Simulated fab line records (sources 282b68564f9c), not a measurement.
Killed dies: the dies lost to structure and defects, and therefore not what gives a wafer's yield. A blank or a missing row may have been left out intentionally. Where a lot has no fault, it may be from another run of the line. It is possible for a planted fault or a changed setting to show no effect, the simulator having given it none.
A lot that was struck, set against a sound lot :: flow rit cmos :: 15 out of 202 route steps
Sound: these wafers, L759.2, L759.4, L759.5. Wafers L770.1, L770.2, L770.5 were the ones struck. Last of all comes the cause.
At each step with rows: each side's tool, then ch and its chambers, then its first start. Under that, the readings that differ: sound wafers :: struck wafers :: difference of the means :: sigmas: that difference in standard deviations of wafers without a fault.
alike: readings with means less than 2 such deviations apart, plus words and numbers identical on both sides. not compared: withheld readings, readings lacking a value on some wafer, bounds such as >300 that could conceal the same value, and numbers that have no deviation in the record and whose values overlap.
The two part at a step that has a row with sigmas, a row that says differs or no value, or rows on one side only. Numbers that have no deviation but don't overlap get no sigmas and don't part them. A reading that every wafer of one side lacks parts them only if that side has two wafers or more.

first, 1 step without rows for these wafers: RIT_PRETRO_DEVELOP_05 (develop time 68 s).
RIT_PRETRO_OVL_MEAS_06:
  sound: overlay-01 at day 3 14:40; struck: overlay-02 at day 6 06:10
reading: PRETRO_OVL (nm)
sound: -1.9 -1.1 -1.1
struck: 2.4 1.4 2.2
difference: +3.4
sigmas: +2
then, 2 steps without rows for these wafers: RIT_PRETRO_HARDBAKE_07 (time 120 s); RIT_PRETRO_IMPLANT_08.
RIT_PRETRO_STRIP_09: strips in O2, time 180 s.
  sound on plasma asher-03 ch 0,1, day 3 15:06; struck on plasma asher-04 ch 0,1, day 6 06:36
  alike: drypump motor current A
  not compared: rf hours counter h
RIT_PRETRO_TW_MEAS_10:
  sound: film metro-04 at day 3 15:17; struck: film metro-04 at day 6 06:46
  alike: PRETRO_TW
then, 5 steps without rows for these wafers: RIT_GATE_WET_ETCH_00 (etches SiO2 in BOE, target depth 56 nm, time 60 s); RIT_GATE_CLEAN_01 (cleans in SC1, time 600 s); RIT_GATE_CLEAN_02 (cleans in dHF, time 30 s); RIT_GATE_CLEAN_03 (cleans in SC2, time 600 s); RIT_GATE_CLEAN_04 (cleans in dHF, time 60 s).
RIT_FOX2_THK_MEAS_91:
  sound: film metro-04 at day 3 15:46; struck: film metro-01 at day 6 07:16
  alike: FIELD_OXIDE_LEFT_2_THK
RIT_GATE_OXIDATION_05: target thk 3 nm, ox time 270 s.
  sound on furnace-01 ch 0, day 3 15:49; struck on furnace-04 ch 0, day 6 10:02
reading: spike tc centre C (C)
sound: 900.9 899.4 901.7
struck: 896.4 894.6 896.0
difference: -5.0
sigmas: -3

reading: spike tc source C (C)
sound: 923.7 923.2 924.0
struck: 915.4 913.7 916.4
difference: -8.5
sigmas: -4

reading: tube center temp C (C)
sound: 899.97 899.85 899.89
struck: 895 894.82 894.95
difference: -5
sigmas: -60

reading: tube_center_temp_C_max
sound: 901.9 902.0 902.3
struck: 897.0 897.2 897.7
difference: -4.8
sigmas: -12

reading: model.SiO2_of_GATE_OXIDATION_05.thk nm (nm)
sound: 2.896 2.907 2.862
struck: 2.847 2.796 2.816
difference: -0.069
sigmas: 
then, 1 step without rows for these wafers: RIT_GATE_ANNEAL_06 (time 600 s).
RIT_M1_PROBE_99:
  sound: prober-02 at day 4 16:07; struck: prober-02 at day 7 13:14
reading: model.etest.pmos_0p15.drive ua um
sound: 280.6 281.2 275.4
struck: 275.2 272.8 267.7
difference: -7.2
sigmas: 

reading: model.etest.pmos narrow.drive ua um
sound: 113.6 112.7 114.5
struck: 109.5 111.2 110.6
difference: -3.2
sigmas: 
  alike: killed at contacts, killed at front end, killed dies, killed open, killed short
  not compared: model.etest.pmos_0p3.r on ohm um, model.etest.nmos_0p3.r on ohm um, model.etest.nmos_0p15.drive ua um, model.etest.nmos narrow.drive ua um, model.etest.nmos_0p3.drive ua um, model.etest.pmos_0p3.drive ua um

WHERE THEY PART
First at RIT_PRETRO_OVL_MEAS_06; last, within this record, at RIT_GATE_OXIDATION_05. Later steps at which nothing parts them and some readings are alike: RIT_M1_PROBE_99.

WHY: the cause the simulator had injected
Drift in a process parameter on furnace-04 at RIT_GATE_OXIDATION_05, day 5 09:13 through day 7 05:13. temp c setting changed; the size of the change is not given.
